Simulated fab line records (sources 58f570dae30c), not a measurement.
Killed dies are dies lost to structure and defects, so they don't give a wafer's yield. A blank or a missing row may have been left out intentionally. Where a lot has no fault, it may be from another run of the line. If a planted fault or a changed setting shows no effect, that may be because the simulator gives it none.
Which tool was responsible?	flow berkeley cmos170	14 lots, 42 wafers sampled, at 6 steps of a route of 331

== WHAT THE GAUGES SHOWED, per wafer ==
UCB170_NVT_TW_MEAS_09.
lot	measured	on	NVT_TW
L895	day 5 11:29	film metro-02	521 520 521
L896	day 5 19:01	film metro-02	519 519 522
L897	day 5 19:17	film metro-04	528 534 531
L898	day 6 04:29	film metro-04	531 533 533
L900	day 6 20:29	film metro-04	538 535 536
L902	day 7 03:07	film metro-04	534 534 534
L906	day 7 09:13	film metro-01	525 527 529
L901	day 7 09:56	film metro-01	525 526 527
L904	day 7 09:56	film metro-02	522 522 521
L905	day 8 01:56	film metro-02	519 520 521
L913	day 9 12:50	film metro-02	519 519 520
L914	day 9 13:07	film metro-04	534 532 531
L915	day 9 22:57	film metro-02	521 519 518
L917	day 10 09:19	film metro-04	531 532 534

UCB170_GATE_CD_MEAS_12: the cd target is 350 nm.
lot	measured	on	cd nm (nm)
L895	day 5 23:06	cd sem-01	350.1 350.6 350.6
L896	day 6 07:56	cd sem-01	349.4 348.8 350.3
L897	day 6 07:40	cd sem-01	348.1 349.6 348.7
L898	day 6 17:50	cd sem-01	350.0 349.7 350.0
L900	day 7 11:47	cd sem-02	351.7 350.4 351.6
L902	day 7 18:01	cd sem-01	348.8 349.6 348.3
L906	day 8 00:15	cd sem-01	350.1 350.1 349.3
L901	day 8 00:32	cd sem-02	350.4 350.7 350.1
L904	day 8 00:27	cd sem-01	352.7 353.2 352.3
L905	day 8 17:46	cd sem-01	350.4 349.4 348.4
L913	day 10 02:01	cd sem-01	352.1 352.7 352.5
L914	day 10 01:31	cd sem-02	349.8 351.2 350.1
L915	day 10 10:49	cd sem-01	348.4 350.3 349.6
L917	day 10 23:07	cd sem-01	351.4 350.9 350.9

UCB170_SPACER_THK_MEAS_01.
lot	measured	on	SPACER_TEOS_THK (nm)
L895	day 6 04:26	film metro-01	367 370 373
L896	day 6 12:23	film metro-02	379 384 378
L897	day 6 11:42	film metro-02	376 387 384
L898	day 6 22:58	film metro-02	370 377 377
L900	day 7 16:40	film metro-04	372 368 380
L902	day 7 22:40	film metro-02	370 377 375
L906	day 8 08:26	film metro-04	374 368 380
L901	day 8 08:26	film metro-01	192 194 196
L904	day 8 08:26	film metro-02	368 375 373
L905	day 8 22:49	film metro-04	194 190 198
L913	day 10 08:49	film metro-04	365 371 369
L914	day 10 08:10	film metro-04	374 380 378
L915	day 10 19:38	film metro-04	371 378 375
L917	day 11 04:03	film metro-02	373 378 378

UCB170_SILICIDE_THK_MEAS_03: measures by xrf.
lot	measured	on	SILICIDE_TI_THK (nm)
L895	day 6 15:37	film metro-02	30.5 29.5 29.5
L896	day 6 23:04	film metro-04	31.1 30.9 31.1
L897	day 7 00:05	film metro-04	30.5 29.9 30.8
L898	day 7 10:59	film metro-03	29.4 29.7 30.0
L900	day 8 04:04	film metro-04	30.7 30.4 29.8
L902	day 8 12:41	film metro-02	30.6 29.9 29.9
L906	day 8 17:10	film metro-04	29.5 30.3 29.7
L901	day 8 17:43	film metro-04	30.5 30.6 31.1
L904	day 8 16:47	film metro-04	31.2 30.5 30.6
L905	day 9 08:59	film metro-02	30.2 30.2 30.3
L913	day 10 20:16	film metro-03	30.0 29.6 30.0
L914	day 10 19:51	film metro-04	30.3 30.5 30.4
L915	day 11 05:47	film metro-04	30.6 30.4 30.4
L917	day 11 14:40	film metro-02	29.9 29.9 30.0

== WHICH TOOL RAN EACH LOT (tool, then ch and the chambers of the sampled wafers, then the start) ==
lot	UCB170_SPACER_CVD_00	UCB170_SPACER_ETCHBACK_03
L895	pecvd-04 ch 0,1, day 6 04:23	rie diel-02 ch 0,2, day 6 08:56
L896	pecvd-04 ch 0,2, day 6 12:20	rie diel-01 ch 1,2,3, day 6 18:05
L897	pecvd-02 ch 0,1,2, day 6 11:39	rie diel-02 ch 2,3, day 6 18:05
L898	pecvd-04 ch 0,1,2, day 6 22:55	rie diel-02 ch 0,3, day 7 02:32
L900	pecvd-02 ch 0,1,2, day 7 16:37	rie diel-03 ch 1,2, day 7 21:02
L902	pecvd-02 ch 1,2, day 7 22:36	rie diel-03 ch 1,2,3, day 8 04:03
L906	pecvd-01 ch 1,2, day 8 08:23	rie diel-01 ch 1,2,3, day 8 11:43
L901	pecvd-02 ch 0,2, day 8 08:23	rie diel-03 ch 0,1, day 8 11:47
L904	pecvd-04 ch 0,2, day 8 08:23	rie diel-03 ch 0,2, day 8 11:43
L905	pecvd-02 ch 0,1, day 8 22:45	rie diel-01 ch 0,1, day 9 02:41
L913	pecvd-04 ch 0,1, day 10 08:46	rie diel-03 ch 1,2, day 10 11:53
L914	pecvd-01 ch 0,1, day 10 08:08	rie diel-01 ch 1,3, day 10 11:53
L915	pecvd-01 ch 0,1, day 10 19:35	rie diel-02 ch 1,2, day 10 23:46
L917	pecvd-04 ch 1,2, day 11 03:59	rie diel-02 ch 1,2,3, day 11 08:01
- UCB170_SPACER_CVD_00: deposits SiO2 from TEOS/O2, target thk 376 nm, time 47 s.
- UCB170_SPACER_ETCHBACK_03: etches SiO2 in CHF3/CF4/Ar, stops on Si, target depth 376 nm, time 100 s.

== AS READ BY THE TOOLS THEMSELVES (means over the sampled wafers that have a number; for cases with no such wafer, the mark the record gives instead) ==
UCB170_SPACER_CVD_00.
lot	tool	heater power w (W)	run length s (s)
L895	pecvd-04	246	75.0
L896	pecvd-04	245	75.3
L897	pecvd-02	252	74.9
L898	pecvd-04	221	75.3
L900	pecvd-02	267	75.1
L902	pecvd-02	246	74.6
L906	pecvd-01	237	74.3
L901	pecvd-02	236	51.7
L904	pecvd-04	244	75.2
L905	pecvd-02	270	52.2
L913	pecvd-04	243	74.8
L914	pecvd-01	226	74.2
L915	pecvd-01	233	74.5
L917	pecvd-04	216	74.6

UCB170_SPACER_ETCHBACK_03.
lot	tool	CHF3_flow_sccm (sccm)	cf4 flow sccm (sccm)	drypump motor current A (A)	oes product au (a.u.)	throttle valve pct (%)
L895	rie diel-02	50.06	10.03	5.7	0.904	6.40
L896	rie diel-01	49.99	9.98	5.6	0.924	6.36
L897	rie diel-02	49.97	10.03	5.4	0.924	6.54
L898	rie diel-02	49.92	9.98	6.0	0.887	6.63
L900	rie diel-03	50.11	10.02	5.3	0.896	6.41
L902	rie diel-03	49.97	9.98	5.7	0.895	6.34
L906	rie diel-01	50.00	10.00	5.6	0.908	6.36
L901	rie diel-03	50.10	9.98	5.7	0.584	6.33
L904	rie diel-03	49.98	9.99	5.5	0.899	6.46
L905	rie diel-01	49.92	9.98	5.5	0.581	6.24
L913	rie diel-03	50.08	9.97	5.2	0.887	6.41
L914	rie diel-01	49.99	10.01	5.6	0.916	6.24
L915	rie diel-02	50.04	10.00	5.4	0.912	6.40
L917	rie diel-02	49.97	9.98	5.5	0.906	6.52

== THE ANSWER, worked out from the rows above alone ==
Rule: the lots themselves supply what counts as usual. The widest of any qualifying gaps counts: lots, ordered by their means at a reading, are off when they make up no more than a third of the lots, leave a main group of 4 or more, and stand apart from it by 3 or more times the standard deviation of that group's means. Not used: any main group whose means are identical at the precision the tables above print for the reading. A lot without any number at a reading at which 4 lots or more have one is off too. Where the step has rows for the other lots, those lots are counted as sound. First the gauges in route order, then the tools' own readings, where a lot's mean is used as printed above. The first step at which some lot is off is used, and at that step the reading that is off furthest; a lot without a number counts as furthest.
Off: at UCB170_SPACER_THK_MEAS_01 (SPACER_TEOS_THK), L901, L905. The main group: mean 375 nm, standard deviation 3.8.
If a tool, at a process step before that reading, ran all the lots that are off and no sound lot after the first of them, it fits. Not tried: the gauges at UCB170_SPACER_THK_MEAS_01; whatever is off there is also off at UCB170_SPACER_CVD_00, on other tools, and gauge error can't account for it. One fits: UCB170_SPACER_CVD_00 on pecvd-02. Its last sound lot is L902 (day 7 22:36), its first lot that is off L901 (day 8 08:23): a fault that began between those two fits.
The tool's own readings at UCB170_SPACER_CVD_00 bear it out: on the lots that are off they differ by more than 5 times the standard deviation of the sound lots' means. run length s reads 52.0 s there against 74.8 s on the sound lots.

== WHAT THE SIMULATOR HAD PUT IN ==
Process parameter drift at UCB170_SPACER_CVD_00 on pecvd-02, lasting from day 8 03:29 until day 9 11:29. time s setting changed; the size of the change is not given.
Struck lots among those shown: L901, L905. The rule above reached the same finding.
